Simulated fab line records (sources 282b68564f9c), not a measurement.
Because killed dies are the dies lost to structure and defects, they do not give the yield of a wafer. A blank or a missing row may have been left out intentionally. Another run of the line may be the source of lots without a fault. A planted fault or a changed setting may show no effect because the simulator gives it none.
2 desks, one fault :: flow rit-cmos :: what lay behind the numbers comes last; until then each desk has only its own

AT THE TOOL OWNER'S DESK: litho-track-03
The tool's own readings at RIT_PWELL_COAT_01 (resist thk 1300 nm): means of the sampled wafers that have a number, for each lot that ran on this tool. If a lot's mean is further than 4 standard deviations from the usual mean, the lot is out of limits and carries the mark OUT (the distance appears in the brackets).
Columns: A = chill-plate-temp-C at RIT_PWELL_COAT_01, usual 22.99 C; B = dispense-pressure-kPa at RIT_PWELL_COAT_01, usual 47.8 kPa
lot: L550
first seen here: day 2 09:29
A: 23.01
B: 49.2

lot: L560
first seen here: day 4 09:16
A: 22.95
B: 49.3

lot: L563
first seen here: day 5 00:05
A: 23.05
B: 49.3

lot: L565
first seen here: day 5 11:28
A: 22.86
B: 49.3

lot: L566
first seen here: day 5 15:58
A: 22.99
B: 49.3

lot: L568
first seen here: day 6 01:32
A: 23.13
B: 49.3
Finding of this desk: none of the 6 lots has anything out of limits.

METROLOGY DESK
What the gauges read for every lot (on any tool): the sampled wafers with a number, averaged. If a lot's mean is further than 4 standard deviations from the usual mean, the lot is out of limits and carries the mark OUT (the distance appears in the brackets).
Columns: A = PWELL_OVL at RIT_PWELL_OVL_MEAS_06, usual -0.2 nm
lot: L549
first seen here: day 2 08:08
A: 0.9

lot: L550
first seen here: day 2 10:20
A: 1.9

lot: L560
first seen here: day 4 10:01
A: -0.1

lot: L561
first seen here: day 4 15:24
A: -0.7

lot: L562
first seen here: day 4 20:57
A: -0.4

lot: L563
first seen here: day 5 00:49
A: -0.1

lot: L564
first seen here: day 5 06:04
A: -1.7

lot: L565
first seen here: day 5 12:20
A: 0.3

lot: L566
first seen here: day 5 16:49
A: -2.3

lot: L567
first seen here: day 5 23:03
A: 1.8

lot: L568
first seen here: day 6 02:29
A: -0.4

lot: L569
first seen here: day 6 08:13
A: -1.3
Finding of this desk: none of the 12 lots has anything out of limits.

TAKEN TOGETHER
Nothing out of limits was seen by the tool owner's desk.
Metrology desk: nothing out of limits seen.

WHAT HAD BEEN PUT IN BY THE SIMULATOR
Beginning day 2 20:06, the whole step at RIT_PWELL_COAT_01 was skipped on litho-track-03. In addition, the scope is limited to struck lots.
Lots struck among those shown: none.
